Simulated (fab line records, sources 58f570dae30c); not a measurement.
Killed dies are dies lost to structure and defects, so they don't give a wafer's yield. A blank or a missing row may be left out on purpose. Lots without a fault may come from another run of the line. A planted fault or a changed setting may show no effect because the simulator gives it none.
Which tool did it? | flow berkeley_cmos170 | 13 lots, 39 wafers sampled, at 6 steps of a route of 331

WHAT THE GAUGES READ, wafer by wafer
UCB170_NWELL_THK_MEAS_05. Usual: NWELL_NITRIDE_THK 223.7 nm, standard deviation 2.
lot  | measured    | on            | NWELL_NITRIDE_THK (nm) | flag
L802 | day 2 13:31 | film_metro-03 | 223.4 222.6 222.9      |
L808 | day 3 11:53 | film_metro-04 | 225.7 224.2 224.5      |
L814 | day 4 16:08 | film_metro-04 | 223.4 221.3 224.7      |
L816 | day 5 06:11 | film_metro-03 | 221.5 220.7 219.8      |
L815 | day 5 06:12 | film_metro-04 | 226.3 226.1 224.8      |
L817 | day 5 11:08 | film_metro-01 | 225.8 224.4 225.5      |
L818 | day 5 13:50 | film_metro-01 | 224.3 223.6 226.4      |
L819 | day 5 20:01 | film_metro-04 | 227.3 226.6 223.6      |
L820 | day 6 01:04 | film_metro-04 | 224.3 220.7 221.8      |
L821 | day 6 06:00 | film_metro-04 | 221.0 221.7 218.7      |
L822 | day 6 12:58 | film_metro-01 | 224.1 224.7 224.5      |
L823 | day 6 19:17 | film_metro-04 | 222.1 223.4 223.0      |
L824 | day 6 21:26 | film_metro-04 | 226.9 224.5 227.6      |

UCB170_NWELL_OVL_MEAS_12. Usual: NWELL_OVL 2 nm, standard deviation 4.1.
lot  | measured    | on         | NWELL_OVL (nm) | flag
L802 | day 2 14:25 | overlay-02 | -1 3 7         |
L808 | day 3 13:24 | overlay-02 | 4 6 4          |
L814 | day 4 17:10 | overlay-01 | 1 4 5          |
L816 | day 5 07:25 | overlay-02 | 10 7 8         |
L815 | day 5 07:06 | overlay-01 | 3 9 4          |
L817 | day 5 13:01 | overlay-02 | 2 2 0          |
L818 | day 5 16:28 | overlay-02 | 0 6 0          |
L819 | day 5 21:30 | overlay-01 | 0 3 -1         |
L820 | day 6 01:57 | overlay-02 | 3 2 2          |
L821 | day 6 07:27 | overlay-02 | -3 -3 3        |
L822 | day 6 14:26 | overlay-02 | 3 8 2          |
L823 | day 6 20:32 | overlay-01 | 5 8 5          |
L824 | day 6 23:26 | overlay-01 | 6 8 -4         |

UCB170_NVT_OVL_MEAS_06. Usual: NVT_OVL -2 nm, standard deviation 7.6.
lot  | measured     | on         | NVT_OVL (nm) | flag
L802 | day 5 04:19  | overlay-02 | -6 8 -1      |
L808 | day 6 08:48  | overlay-01 | - - -        | OFF
L814 | day 7 23:29  | overlay-02 | 2 -7 -13     |
L816 | day 8 05:49  | overlay-02 | -22 -14 -12  |
L815 | day 8 05:26  | overlay-01 | -3 2 7       |
L817 | day 8 14:53  | overlay-01 | 0 2 2        |
L818 | day 8 14:38  | overlay-02 | 10 2 4       |
L819 | day 9 05:46  | overlay-02 | -6 -11 -12   |
L820 | day 9 05:40  | overlay-02 | -2 3 -4      |
L821 | day 9 15:55  | overlay-01 | -1 1 -5      |
L822 | day 9 16:06  | overlay-01 | -11 -16 -11  |
L823 | day 10 02:11 | overlay-02 | 2 -3 -1      |
L824 | day 10 02:38 | overlay-02 | 8 3 10       |

UCB170_NVT_TW_MEAS_09. Usual: NVT_TW 526, standard deviation 4.6.
lot  | measured     | on            | NVT_TW            | flag
L802 | day 5 04:37  | film_metro-01 | 532 531 534       |
L808 | day 6 09:05  | film_metro-04 | 30 30 30 30 30 30 | OFF
L814 | day 7 23:46  | film_metro-03 | 519 522 523       |
L816 | day 8 06:06  | film_metro-01 | 531 526 533       |
L815 | day 8 05:43  | film_metro-04 | 521 524 520       |
L817 | day 8 15:10  | film_metro-03 | 523 524 523       |
L818 | day 8 14:55  | film_metro-01 | 530 532 528       |
L819 | day 9 06:03  | film_metro-03 | 523 524 523       |
L820 | day 9 05:58  | film_metro-01 | 534 528 534       |
L821 | day 9 16:13  | film_metro-01 | 533 530 532       |
L822 | day 9 16:23  | film_metro-04 | 526 523 525       |
L823 | day 10 02:28 | film_metro-03 | 523 525 526       |
L824 | day 10 02:55 | film_metro-04 | 521 523 519       |

UCB170_GATE_THK_MEAS_02. Usual: GATE_OXIDE_THK 6.54 nm, standard deviation 0.13.
lot  | measured     | on            | GATE_OXIDE_THK (nm) | flag
L802 | day 5 11:23  | film_metro-01 | 6.64 6.65 6.68      |
L814 | day 8 06:38  | film_metro-04 | 6.48 6.41 6.44      |
L816 | day 8 12:25  | film_metro-02 | 6.63 6.63 6.66      |
L815 | day 8 12:25  | film_metro-04 | 6.63 6.62 6.48      |
L817 | day 8 19:11  | film_metro-04 | 6.32 6.44 6.33      |
L818 | day 8 19:11  | film_metro-01 | 6.48 6.45 6.50      |
L819 | day 9 18:18  | film_metro-01 | 6.37 6.30 6.31      |
L820 | day 9 12:05  | film_metro-01 | 6.51 6.38 6.42      |
L821 | day 9 22:13  | film_metro-02 | 6.32 6.41 6.31      |
L822 | day 9 22:13  | film_metro-04 | 6.39 6.43 6.41      |
L823 | day 10 11:07 | film_metro-01 | 6.37 6.45 6.49      |
L824 | day 10 11:07 | film_metro-04 | 6.42 6.46 6.55      |

WHICH TOOL RAN EACH LOT (tool, then ch and the chambers of the sampled wafers, then the start)
lot  | UCB170_NVT_EXPOSE_03
L802 | krf_scanner-02 ch 0, day 5 03:42
L808 | krf_scanner-01 ch 0, day 6 08:25
L814 | krf_scanner-01 ch 0, day 7 23:04
L816 | krf_scanner-02 ch 0, day 8 05:14
L815 | krf_scanner-01 ch 0, day 8 05:01
L817 | krf_scanner-02 ch 0, day 8 14:22
L818 | krf_scanner-02 ch 0, day 8 14:15
L819 | krf_scanner-02 ch 0, day 9 05:23
L820 | krf_scanner-02 ch 0, day 9 05:11
L821 | krf_scanner-02 ch 0, day 9 15:22
L822 | krf_scanner-01 ch 0, day 9 15:37
L823 | krf_scanner-02 ch 0, day 10 01:47
L824 | krf_scanner-02 ch 0, day 10 02:01
- UCB170_NVT_EXPOSE_03: exposes mask PWELL, target cd 3000 nm.

WHAT THE TOOLS THEMSELVES READ (means of the sampled wafers that have a number; where no wafer has one, the mark that the record gives instead)
The record holds no such reading with a usual standard deviation.

THE ANSWER, worked out from the rows above alone
Rule: a lot is off if the mean of its wafers that have a number lies more than 3 standard deviations from the usual mean. A lot without any number at a reading at which 4 lots or more have one is off too. The other lots that the step has rows for count as sound. The gauges are gone through in route order, then the tools' own readings, and for those a lot's mean is taken as printed above. The first step at which some lot is off is used, and at that step the reading that is off furthest; a lot without a number counts as furthest.
Off: L808, at UCB170_NVT_OVL_MEAS_06 (NVT_OVL). Without a number there: L808.
A tool fits if, at a process step before that reading, it ran every lot that is off, and no sound lot after the first of them. The gauges at UCB170_NVT_OVL_MEAS_06 aren't tried: what is off there is off at UCB170_NVT_TW_MEAS_09 too, on other tools, and a gauge's error can't cause that. None of those tried fits.

WHAT THE SIMULATOR HAD PUT IN
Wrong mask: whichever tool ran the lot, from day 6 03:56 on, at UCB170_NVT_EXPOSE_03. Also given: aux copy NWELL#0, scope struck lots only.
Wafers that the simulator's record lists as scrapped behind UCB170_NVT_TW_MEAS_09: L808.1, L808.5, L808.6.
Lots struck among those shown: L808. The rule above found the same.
